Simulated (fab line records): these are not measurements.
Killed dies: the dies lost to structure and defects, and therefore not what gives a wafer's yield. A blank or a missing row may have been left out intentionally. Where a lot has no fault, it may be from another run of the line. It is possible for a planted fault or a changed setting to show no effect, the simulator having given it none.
Which of the tools did it? + flow ritCmos + 15 lots with 45 wafers sampled at 2 steps, on a route of 202 steps

WHAT THE GAUGES SHOWED, per wafer
RIT_SDANNEAL_RS_MEAS_06: the measuring method here is four-point-probe.
| lot  | measured    | on           | PLDD_RS (ohm/sq)  |
|------|-------------|--------------|-------------------|
| L169 | day 3 03:07 | filmMetro-02 | 178.5 179.2 178.9 |
| L170 | day 3 08:08 | filmMetro-02 | 179.4 179.0 178.8 |
| L171 | day 3 14:44 | filmMetro-02 | 179.3 179.1 179.6 |
| L172 | day 3 18:25 | filmMetro-04 | 179.0 179.1 179.5 |
| L173 | day 3 23:15 | filmMetro-04 | 178.6 178.6 178.5 |
| L174 | day 4 03:13 | filmMetro-03 | 178.6 178.8 178.2 |
| L176 | day 4 13:55 | filmMetro-04 | 179.8 179.7 180.3 |
| L177 | day 4 18:32 | filmMetro-04 | - - -             |
| L178 | day 4 23:58 | filmMetro-04 | 179.5 179.6 179.8 |
| L180 | day 5 09:45 | filmMetro-04 | - - -             |
| L181 | day 5 13:00 | filmMetro-04 | - - -             |
| L184 | day 6 04:11 | filmMetro-02 | 178.9 178.1 178.3 |
| L187 | day 6 19:43 | filmMetro-04 | 178.9 178.7 179.1 |
| L188 | day 7 00:03 | filmMetro-04 | 178.9 178.1 178.5 |
| L189 | day 7 05:28 | filmMetro-03 | 179.1 178.9 178.6 |

WHICH TOOL RAN EACH LOT (tool, then ch and the chambers of the sampled wafers, then the start)
| lot  | RIT_PLDD_IMPLANT_08            |
|------|--------------------------------|
| L169 | implanter-04 ch 0, day 2 20:18 |
| L170 | implanter-04 ch 0, day 3 01:40 |
| L171 | implanter-03 ch 0, day 3 08:01 |
| L172 | implanter-01 ch 0, day 3 10:44 |
| L173 | implanter-04 ch 0, day 3 16:31 |
| L174 | implanter-03 ch 0, day 3 20:43 |
| L176 | implanter-04 ch 0, day 4 07:25 |
| L177 | implanter-04 ch 0, day 4 11:53 |
| L178 | implanter-03 ch 0, day 4 17:19 |
| L180 | implanter-04 ch 0, day 5 03:07 |
| L181 | implanter-04 ch 0, day 5 06:20 |
| L184 | implanter-03 ch 0, day 5 21:25 |
| L187 | implanter-03 ch 0, day 6 12:48 |
| L188 | implanter-03 ch 0, day 6 17:22 |
| L189 | implanter-01 ch 0, day 6 22:55 |
- RIT_PLDD_IMPLANT_08

WHAT THE TOOLS THEMSELVES READ (means of the sampled wafers that have a number; where no wafer has one, the mark that the record gives instead)
RIT_PLDD_IMPLANT_08.
| lot  | tool         | endStationPressureTorr (Torr) | tiltDeg (degrees) |
|------|--------------|-------------------------------|-------------------|
| L169 | implanter-04 | 7.5e-06                       | 7.001             |
| L170 | implanter-04 | 7.6e-06                       | 6.980             |
| L171 | implanter-03 | 7.6e-06                       | 7.016             |
| L172 | implanter-01 | 7.4e-06                       | 6.984             |
| L173 | implanter-04 | 7.1e-06                       | 6.996             |
| L174 | implanter-03 | 7.3e-06                       | 6.992             |
| L176 | implanter-04 | 7.7e-06                       | 7.003             |
| L177 | implanter-04 | 7.2e-06                       | 7.757             |
| L178 | implanter-03 | 7.2e-06                       | 6.977             |
| L180 | implanter-04 | 7.4e-06                       | 7.777             |
| L181 | implanter-04 | 7.4e-06                       | 7.774             |
| L184 | implanter-03 | 7.5e-06                       | 7.006             |
| L187 | implanter-03 | 7.5e-06                       | 7.006             |
| L188 | implanter-03 | 7.6e-06                       | 7.006             |
| L189 | implanter-01 | 7.3e-06                       | 6.990             |

THE ANSWER, worked out from the rows above alone
Rule: the usual values come from the lots themselves. The widest of any qualifying gaps counts: lots, ordered by their means at a reading, are off when they make up no more than a third of the lots, leave a main group of 4 or more, and stand apart from it by 3 or more times the standard deviation of that group's means. A main group is skipped when, at the precision printed for the reading in the tables above, its means are all equal. A lot without any number at a reading at which 4 lots or more have one is off too. All remaining lots with rows at the step are treated as sound. After the gauges, taken in route order, come the tools' own readings; for these a lot's mean is taken, as printed above. At the first step where some lot is off, the reading lying furthest off is the one used; lots without a number count as furthest.
Off: L177, L180, L181, seen at RIT_SDANNEAL_RS_MEAS_06 (PLDD_RS). Without a number there: L177, L180, L181. The main group has a mean of 179.0 ohm/sq with a standard deviation of 0.45.
If a tool, at a process step before that reading, ran all the lots that are off and no sound lot after the first of them, it fits. Not tried: the gauges at RIT_SDANNEAL_RS_MEAS_06; whatever is off there is also off at RIT_PLDD_IMPLANT_08, on other tools, and gauge error can't account for it. One fits: RIT_PLDD_IMPLANT_08 on implanter-04. A fault onset in the window from L176 (day 4 07:25, its last sound lot) to L177 (day 4 11:53, its first lot off) fits.
The tool's own readings at RIT_PLDD_IMPLANT_08 bear it out: on the lots that are off they differ by more than 5 times the standard deviation of the sound lots' means. tiltDeg reads 7.769 degrees there against 6.996 degrees on the sound lots.

WHAT THE SIMULATOR HAD PUT IN
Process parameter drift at RIT_PLDD_IMPLANT_08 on implanter-04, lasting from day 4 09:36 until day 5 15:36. The setting tiltDeg was moved by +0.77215, starting from 7. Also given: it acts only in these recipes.
Lots struck among those shown: L177, L180, L181. The rule given above showed the same thing.
